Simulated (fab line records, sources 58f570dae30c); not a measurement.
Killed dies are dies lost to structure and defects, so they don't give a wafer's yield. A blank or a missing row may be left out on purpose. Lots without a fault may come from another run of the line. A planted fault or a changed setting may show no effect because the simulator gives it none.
One fault seen from 2 desks | flow berkeley_cmos170 | each desk has only its own numbers; what lay behind them comes last

THE TOOL OWNER'S DESK: wet_bench-02
The tool's own readings at UCB170_WELLDRIVE_WET_ETCH_04 (etches SiO2 in BOE, time 120 s): means of the sampled wafers that have a number, for each lot that ran on this tool. A lot is out of limits, marked OUT, if its mean lies more than 4 standard deviations from the usual mean; the brackets give that distance.
Columns: A = bath_heat_duty_pct at UCB170_WELLDRIVE_WET_ETCH_04, usual 5.9 %; B = run_length_s at UCB170_WELLDRIVE_WET_ETCH_04, usual 149 s
lot  | first seen here | A   | B
L537 | day 5 03:34     | 5.7 | 147
This desk's finding: nothing out of limits on the one lot.

THE METROLOGY DESK
What the gauges read, lot by lot, whatever tool the lot ran on: means of the sampled wafers that have a number. A lot is out of limits, marked OUT, if its mean lies more than 4 standard deviations from the usual mean; the brackets give that distance.
Columns: A = NWELL_NITRIDE_THK at UCB170_NWELL_THK_MEAS_05, usual 223.4 nm; B = WELLDRIVE_OXIDE_THK at UCB170_WELLDRIVE_THK_MEAS_02, usual 198.4 nm
lot  | first seen here | A     | B
L536 | day 3 00:20     | 226.7 | 194.7
L535 | day 3 00:22     | 221.6 | 200.2
L537 | day 3 13:26     | 223.9 | 199.4
L538 | day 3 21:07     | 221.9 | 201.3
L539 | day 3 21:07     | 223.6 | 199.8
L540 | day 4 02:18     | 224.9 | 195.8
L543 | day 4 09:59     | 226.5 | 200.5
L546 | day 4 17:56     | 222.0 | 193.2
L545 | day 4 18:01     | 220.1 | 199.6
L550 | day 5 20:41     | 222.5 | 197.2
L549 | day 5 20:43     | 221.8 | 191.3
L553 | day 6 19:19     | 224.1 | 198.0
L554 | day 6 19:20     | 222.7 | 200.4
L556 | day 7 06:07     | 224.0 | 196.1
This desk's finding: nothing out of limits on any of the 14 lots.

PUT TOGETHER
The tool owner's desk saw nothing out of limits.
The metrology desk saw nothing out of limits.

WHAT THE SIMULATOR HAD PUT IN
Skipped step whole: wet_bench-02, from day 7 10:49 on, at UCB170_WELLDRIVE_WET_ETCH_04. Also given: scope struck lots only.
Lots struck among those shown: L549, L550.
